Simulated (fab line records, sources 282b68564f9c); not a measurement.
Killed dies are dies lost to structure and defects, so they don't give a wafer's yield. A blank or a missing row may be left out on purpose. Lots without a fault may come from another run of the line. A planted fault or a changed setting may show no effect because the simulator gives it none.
Tool commonality check | flow rit_cmos | 15 lots, 45 wafers sampled

WHY IT WAS OPENED
At RIT_PLDD_TW_MEAS_10 the reading PLDD_TW is flagged on 3 of 15 lots. Wafers without a fault read 2343, standard deviation 21.
Rule: a lot is flagged when every wafer of it that has a number lies more than 4 standard deviations from that mean, or none has a number. The other lots count as sound.

lot  | measured    | on            | PLDD_TW, wafer by wafer | flag
L827 | day 2 20:08 | film_metro-01 | 2341 2338 2338          |
L828 | day 2 23:30 | film_metro-03 | 2312 2322 2314          |
L829 | day 3 06:43 | film_metro-03 | 2314 2330 2310          |
L830 | day 3 09:50 | film_metro-03 | 2323 2331 2319          |
L832 | day 3 20:11 | film_metro-01 | 2350 2343 2357          |
L833 | day 4 03:52 | film_metro-01 | 2320 2332 2322          |
L837 | day 4 23:26 | film_metro-03 | 2327 2328 2339          |
L840 | day 6 01:32 | film_metro-03 | 2847 2845 2851          | FLAGGED
L841 | day 6 01:46 | film_metro-03 | 2865 2862 2861          | FLAGGED
L842 | day 6 07:20 | film_metro-02 | 2907 2889 2898          | FLAGGED
L845 | day 6 21:34 | film_metro-01 | 2336 2325 2331          |
L846 | day 7 02:58 | film_metro-03 | 2330 2338 2340          |
L847 | day 7 05:04 | film_metro-02 | 2343 2342 2352          |
L849 | day 7 14:00 | film_metro-03 | 2322 2332 2338          |
L850 | day 7 15:56 | film_metro-01 | 2307 2309 2314          |
The numbers of the flagged lots are 2869 on average: +526 against the usual, or +25 standard deviations.

WHICH TOOL RAN EACH LOT
The record holds 1 process step before the reading, out of a route of 202 steps. In each cell: the tool, then ch and the chambers that the sampled wafers went through, then the start.
lot  | flag    | RIT_NLDD_COAT_01
L827 |         | litho_track-02 ch 0, day 2 17:13
L828 |         | litho_track-02 ch 0, day 2 20:46
L829 |         | litho_track-04 ch 0, day 3 03:50
L830 |         | litho_track-02 ch 0, day 3 07:05
L832 |         | litho_track-03 ch 0, day 3 17:33
L833 |         | litho_track-03 ch 0, day 4 00:50
L837 |         | litho_track-02 ch 0, day 4 20:39
L840 | FLAGGED | litho_track-02, day 5 22:47
L841 | FLAGGED | litho_track-04, day 5 22:50
L842 | FLAGGED | litho_track-02, day 6 04:18
L845 |         | litho_track-03 ch 0, day 6 18:41
L846 |         | litho_track-03 ch 0, day 6 23:58
L847 |         | litho_track-02 ch 0, day 7 02:11
L849 |         | litho_track-04 ch 0, day 7 11:13
L850 |         | litho_track-03 ch 0, day 7 12:58
What these steps do:
- RIT_NLDD_COAT_01: resist thk 1000 nm.
- RIT_PLDD_TW_MEAS_10

FLAGGED OVER TOTAL, TOOL BY TOOL (the gauges that took the reading come last)
step                | tool           | lots run | flagged | share of the flagged lots | sound lots run after its first flagged lot
RIT_NLDD_COAT_01    | litho_track-02 | 7        | 2       | some                      | 1 (L847)
RIT_NLDD_COAT_01    | litho_track-03 | 5        | 0       | none                      | -
RIT_NLDD_COAT_01    | litho_track-04 | 3        | 1       | some                      | 1 (L849)
RIT_PLDD_TW_MEAS_10 | film_metro-01  | 5        | 0       | none                      | -
RIT_PLDD_TW_MEAS_10 | film_metro-02  | 2        | 1       | some                      | 1 (L847)
RIT_PLDD_TW_MEAS_10 | film_metro-03  | 8        | 2       | some                      | 2 (L846,L849)

WHAT THE TABLE ALLOWS
No row of the table ran every flagged lot.

WHAT THE SIMULATOR HAD PUT IN
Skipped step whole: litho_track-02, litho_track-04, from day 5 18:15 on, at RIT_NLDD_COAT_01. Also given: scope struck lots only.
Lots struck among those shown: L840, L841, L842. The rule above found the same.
